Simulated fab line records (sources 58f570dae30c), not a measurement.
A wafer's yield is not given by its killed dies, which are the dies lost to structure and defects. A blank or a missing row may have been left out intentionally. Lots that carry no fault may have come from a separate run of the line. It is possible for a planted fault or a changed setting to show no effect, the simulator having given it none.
The same fault as seen by 2 desks :: flow berkeley_cmos170 :: what lay behind the numbers comes last; until then each desk has only its own

## THE TOOL OWNER'S DESK: rie_metal-04
The tool's own readings at UCB170_M3_METAL_ETCH_18 (etches Al in Cl2/BCl3, stops on SiO2, target depth 1170 nm, time 195 s): means of the sampled wafers that have a number, for each lot that ran on this tool. A lot is out of limits, marked OUT, if its mean lies more than 4 standard deviations from the usual mean; the brackets give that distance.
Columns: A = drypump_motor_current_A at UCB170_M3_METAL_ETCH_18, usual 5.79 A; B = oes_product_au at UCB170_M3_METAL_ETCH_18, usual 0.853 a.u.; C = throttle_valve_pct at UCB170_M3_METAL_ETCH_18, usual 24.40 %
lot: L984
first seen here: day 12 12:26
A: 5.70
B: 0.853
C: 24.33

lot: L991
first seen here: day 13 14:10
A: 5.58
B: 0.890
C: 24.25

lot: L992
first seen here: day 14 00:57
A: 5.72
B: 0.892
C: 24.31
Result from this desk: across the 3 lots, nothing is out of limits.

## FROM THE METROLOGY DESK
What the gauges read, lot by lot, whatever tool the lot ran on: means of the sampled wafers that have a number. A lot is out of limits, marked OUT, if its mean lies more than 4 standard deviations from the usual mean; the brackets give that distance.
Columns: A = cd_nm at UCB170_M3_CD_MEAS_15, usual 700.4 nm; B = M3_OVL at UCB170_M3_OVL_MEAS_16, usual 1 nm
lot: L976
first seen here: day 9 16:26
A: 699.8
B: -1

lot: L979
first seen here: day 10 19:21
A: 700.8
B: 4

lot: L984
first seen here: day 12 12:15
A: 699.4
B: 7

lot: L991
first seen here: day 13 13:59
A: 701.1
B: -3

lot: L992
first seen here: day 14 00:46
A: 698.9
B: 5

lot: L998
first seen here: day 15 08:26
A: 699.6
B: -1
Result from this desk: across the 6 lots, nothing is out of limits.

## BROUGHT TOGETHER
The desk of the tool owner found nothing out of limits.
Nothing out of limits was seen by the metrology desk.

## WHAT WAS PUT IN BY THE SIMULATOR
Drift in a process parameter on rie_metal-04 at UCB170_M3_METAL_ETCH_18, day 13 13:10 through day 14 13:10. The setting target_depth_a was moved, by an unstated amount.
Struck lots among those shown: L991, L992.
